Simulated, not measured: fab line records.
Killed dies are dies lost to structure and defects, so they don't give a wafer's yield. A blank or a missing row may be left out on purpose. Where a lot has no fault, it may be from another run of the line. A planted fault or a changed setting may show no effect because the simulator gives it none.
8D (eight disciplines) problem report, filled in by code -- flow ritCmos -- the parts of the form that need people (team, actions taken, sign-off) are left out

## 1. WHAT IS WRONG
Wafers without a fault read 193.1 s, standard deviation 0.49; runLengthS at RIT_GATE_ETCH_19 reads a mean of 151.9 s on 6 wafers belonging to 2 lots. Relative to the usual mean, that is a shift of -84 standard deviations.
The step: etches poly-Si in SF6/CHF3/O2, stops on SiO2, time 165 s, target depth 312.5 nm.
Earliest sighting: wafer L171.1 on rieSi-01 at day 5 10:54. The record has a number at this step for 42 wafers belonging to 14 lots. Rule for "out", or "out of limits": more than 4 standard deviations from the usual mean. All remaining wafers that have a number are taken as sound.

## 2. WHAT IT IS AND WHAT IT IS NOT
question,is,is not
which readings at this step,"runLengthS, oesProductAu","CHF3_flow_sccm, drypumpMotorCurrentA"
which lots,"L171, L173","L158, L160, L161, L163, L165, L166, L167, L168, L169, L174, L178, L180"
which wafers of those lots,all that have a number,-
read on which tools,rieSi-01,rieSi-02
when,from day 5 10:54,"up to then (27 sound wafers); but 9 sound wafers of L174, L178, L180 came after"

## 3. SUSPECTS, AND WHAT RULES EACH OUT
Counting: a tool stays on the suspect list if, at a process step up to the reading, it processed all lots that are out and no sound lot following the first of them.
- rieSi-01 at RIT_GATE_ETCH_19 (etches poly-Si in SF6/CHF3/O2, stops on SiO2, time 165 s, target depth 312.5 nm): kept. All lots that are out passed through it, beginning with L171 at day 5 10:54, and no sound lot followed; its final sound lot before that point was L169 at day 5 00:38. Its own oesProductAu, runLengthS readings are out on those wafers.
After counting, what remains is rieSi-01 at RIT_GATE_ETCH_19.

## 4. THE CAUSE (what the simulator had put in)
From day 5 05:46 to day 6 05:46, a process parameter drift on rieSi-01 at RIT_GATE_ETCH_19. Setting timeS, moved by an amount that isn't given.
The count eliminated every tool but this one.

## 5. THE CHAIN OF EFFECTS, in route order
Each row: a reading where the mean over the struck wafers with a number is more than 3 standard deviations away from the usual. Only readings whose record carries a usual standard deviation are examined. hours: median over the lots of the time between each lot's start at the first step of this table that gives one and its start at this step. sigmas: the change, counted in usual standard deviations.
hours,step,reading,usual,on struck wafers,change,sigmas
0,RIT_GATE_ETCH_19,oesProductAu,0.844 a.u.,0.986,+0.142,+9.4
0,RIT_GATE_ETCH_19,runLengthS,193.1 s,151.9,-41.2,-84
21,RIT_M1_PROBE_99,killedAtFrontEnd,7,263,+256,+85
21,RIT_M1_PROBE_99,killedDies,7,263,+256,+85
21,RIT_M1_PROBE_99,killedOnRim,2.0,69.8,+67.8,+57
Process steps it contains:
- RIT_GATE_ETCH_19: etches poly-Si in SF6/CHF3/O2, stops on SiO2, time 165 s, target depth 312.5 nm.
- RIT_M1_PROBE_99

## 6. WHAT WOULD HAVE CAUGHT IT SOONER
In this record the first reading out of limits was taken at day 5 10:54, 5 hours after the fault began at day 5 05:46.
